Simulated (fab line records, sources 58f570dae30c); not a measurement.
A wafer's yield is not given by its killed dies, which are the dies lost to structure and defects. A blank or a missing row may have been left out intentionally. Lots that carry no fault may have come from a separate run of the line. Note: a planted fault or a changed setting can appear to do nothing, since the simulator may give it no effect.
Split-lot trial -- flow berkeleyCmos170 -- 23 wafers read from 5 lots, route of 331 steps

== THE SPLIT ==
At UCB170_ACTIVE_CVD_05 (deposits Si3N4 from SiH2Cl2/NH3, target thk 220 nm, time 3300 s), the setting sih2cl2FlowSccm was moved away from the recipe's 25 sccm on 15 of the 23 wafers read, by -8.3% to +12.6%. All remaining wafers had this setting at the recipe value.

The reading is taken at the split's own step.

== THE READING ==
Si3N4_of_ACTIVE_CVD_05.thkNm (the simulator's own value, which no gauge read), in nm, at UCB170_ACTIVE_CVD_05 (deposits Si3N4 from SiH2Cl2/NH3, target thk 220 nm, time 3300 s). There is no usual value for it anywhere in the file. Average 218.9 nm, standard deviation 1.6 nm, over the 8 wafers here run with the recipe.

wafer,"tool, chamber at the split","sih2cl2FlowSccm as run, sccm",against the recipe,"Si3N4_of_ACTIVE_CVD_05.thkNm, nm",against lot-mates on the recipe
L074.1,"-, -",25,recipe,218.2,-
L074.2,"-, -",25,recipe,217,-
L074.3,"-, -",25,recipe,217.6,-
L074.5,"-, -",25,recipe,219.4,-
L074.6,"-, -",25,recipe,217.1,-
L077.1,"-, -",28.14,+12.6%,228.1,no lot-mate on the recipe
L077.2,"-, -",28.14,+12.6%,227.5,no lot-mate on the recipe
L077.3,"-, -",28.14,+12.6%,226.4,no lot-mate on the recipe
L077.4,"-, -",28.14,+12.6%,225.5,no lot-mate on the recipe
L077.5,"-, -",28.14,+12.6%,227.7,no lot-mate on the recipe
L079.1,"lpcvd-01, 1",25,recipe,221.1,-
L079.3,"lpcvd-01, 1",25,recipe,219.4,-
L079.6,"lpcvd-01, 1",25,recipe,221.2,-
L082.1,"-, -",28.05,+12.2%,222.6,no lot-mate on the recipe
L082.2,"-, -",28.05,+12.2%,224.5,no lot-mate on the recipe
L082.5,"-, -",28.05,+12.2%,224.5,no lot-mate on the recipe
L082.3,"-, -",28.05,+12.2%,222.4,no lot-mate on the recipe
L082.4,"-, -",28.05,+12.2%,224.6,no lot-mate on the recipe
L085.1,"-, -",22.92,-8.3%,217.1,no lot-mate on the recipe
L085.2,"-, -",22.92,-8.3%,215.4,no lot-mate on the recipe
L085.3,"-, -",22.92,-8.3%,217.6,no lot-mate on the recipe
L085.4,"-, -",22.92,-8.3%,216,no lot-mate on the recipe
L085.5,"-, -",22.92,-8.3%,217.7,no lot-mate on the recipe

FIT RESULTS
A straight line over all 23 wafers: Si3N4_of_ACTIVE_CVD_05.thkNm changes by +0.443 nm for each +1% of sih2cl2FlowSccm; r = +0.91; the points scatter about the line by 1.8 nm.
Too few moved wafers have a lot-mate on the recipe to fit a line with each lot's own level taken away.

== FILE'S OWN FIT ==
Si3N4_of_ACTIVE_CVD_05.thkNm changes by +0.442 nm for each +1% of sih2cl2FlowSccm, r = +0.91.
